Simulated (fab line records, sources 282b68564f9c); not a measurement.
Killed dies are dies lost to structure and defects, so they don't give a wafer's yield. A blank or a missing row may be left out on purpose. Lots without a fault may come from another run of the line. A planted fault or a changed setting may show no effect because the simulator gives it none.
Tool commonality check | flow rit_cmos | 13 lots, 42 wafers sampled

WHY IT WAS OPENED
At RIT_GATE_CD_MEAS_16 the reading cd_nm is flagged on 1 of 13 lots. Wafers without a fault read 150.6 nm, standard deviation 2.6.
Rule: a lot is flagged when every wafer of it that has a number lies more than 4 standard deviations from that mean, or none has a number. The other lots count as sound.

lot  | measured    | on        | cd_nm (nm), wafer by wafer          | flag
L292 | day 2 12:54 | cd_sem-01 | 153.2 152.4 152.8                   |
L294 | day 2 22:39 | cd_sem-01 | 146.5 148.7 147.3                   |
L296 | day 3 08:22 | cd_sem-01 | 153.7 150.6 152.1                   |
L298 | day 3 19:21 | cd_sem-02 | 148.3 148.9 146.7                   |
L299 | day 3 23:07 | cd_sem-01 | 151.9 151.1 153.0                   |
L301 | day 4 09:14 | cd_sem-02 | 127.7 124.7 124.8 127.6 124.6 125.0 | FLAGGED
L305 | day 5 05:59 | cd_sem-01 | 155.2 151.4 152.2                   |
L307 | day 5 17:13 | cd_sem-01 | 150.7 151.9 150.1                   |
L309 | day 6 02:35 | cd_sem-02 | 149.8 148.8 151.2                   |
L310 | day 6 07:37 | cd_sem-02 | 149.5 146.7 147.7                   |
L312 | day 6 17:34 | cd_sem-01 | 153.1 155.4 154.2                   |
L313 | day 6 21:23 | cd_sem-02 | 150.5 150.9 148.0                   |
L314 | day 7 03:15 | cd_sem-01 | 150.7 153.7 150.0                   |
The numbers of the flagged lots are 125.7 nm on average: -24.9 nm against the usual, or -10 standard deviations.

WHICH TOOL RAN EACH LOT
The record holds 1 process step before the reading, out of a route of 202 steps. In each cell: the tool, then ch and the chambers that the sampled wafers went through, then the start.
lot  | flag    | RIT_GATE_EXPOSE_13
L292 |         | iline_stepper-02 ch 0, day 2 12:30
L294 |         | iline_stepper-02 ch 0, day 2 22:15
L296 |         | iline_stepper-01 ch 0, day 3 07:58
L298 |         | iline_stepper-02 ch 0, day 3 18:57
L299 |         | iline_stepper-01 ch 0, day 3 22:43
L301 | FLAGGED | iline_stepper-02 ch 0, day 4 08:50
L305 |         | iline_stepper-02 ch 0, day 5 05:35
L307 |         | iline_stepper-01 ch 0, day 5 16:49
L309 |         | iline_stepper-01 ch 0, day 6 02:11
L310 |         | iline_stepper-01 ch 0, day 6 07:08
L312 |         | iline_stepper-02 ch 0, day 6 17:10
L313 |         | iline_stepper-02 ch 0, day 6 20:59
L314 |         | iline_stepper-02 ch 0, day 7 02:51
What these steps do:
- RIT_GATE_EXPOSE_13: exposes mask M6, target cd 150 nm.
- RIT_GATE_CD_MEAS_16: target cd 150 nm.

FLAGGED OVER TOTAL, TOOL BY TOOL (the gauges that took the reading come last)
step                | tool             | lots run | flagged | share of the flagged lots | sound lots run after its first flagged lot
RIT_GATE_EXPOSE_13  | iline_stepper-01 | 5        | 0       | none                      | -
RIT_GATE_EXPOSE_13  | iline_stepper-02 | 8        | 1       | all                       | 4 (L305,L312,L313,L314)
RIT_GATE_CD_MEAS_16 | cd_sem-01        | 8        | 0       | none                      | -
RIT_GATE_CD_MEAS_16 | cd_sem-02        | 5        | 1       | all                       | 3 (L309,L310,L313)

WHAT THE TABLE ALLOWS
2 rows of the table ran every flagged lot: iline_stepper-02 at RIT_GATE_EXPOSE_13, cd_sem-02 at RIT_GATE_CD_MEAS_16.
- iline_stepper-02 at RIT_GATE_EXPOSE_13: 1 of its 8 lots flagged. Sound lots ran on it after the first flagged one (L305, L312, L313, L314), which a lasting fault on the whole tool wouldn't allow.
- cd_sem-02 at RIT_GATE_CD_MEAS_16: 1 of its 5 lots flagged. Sound lots ran on it after the first flagged one (L309, L310, L313), which a lasting fault on the whole tool wouldn't allow.
No row of the table ran every flagged lot and no sound lot after the first.

WHAT THE SIMULATOR HAD PUT IN
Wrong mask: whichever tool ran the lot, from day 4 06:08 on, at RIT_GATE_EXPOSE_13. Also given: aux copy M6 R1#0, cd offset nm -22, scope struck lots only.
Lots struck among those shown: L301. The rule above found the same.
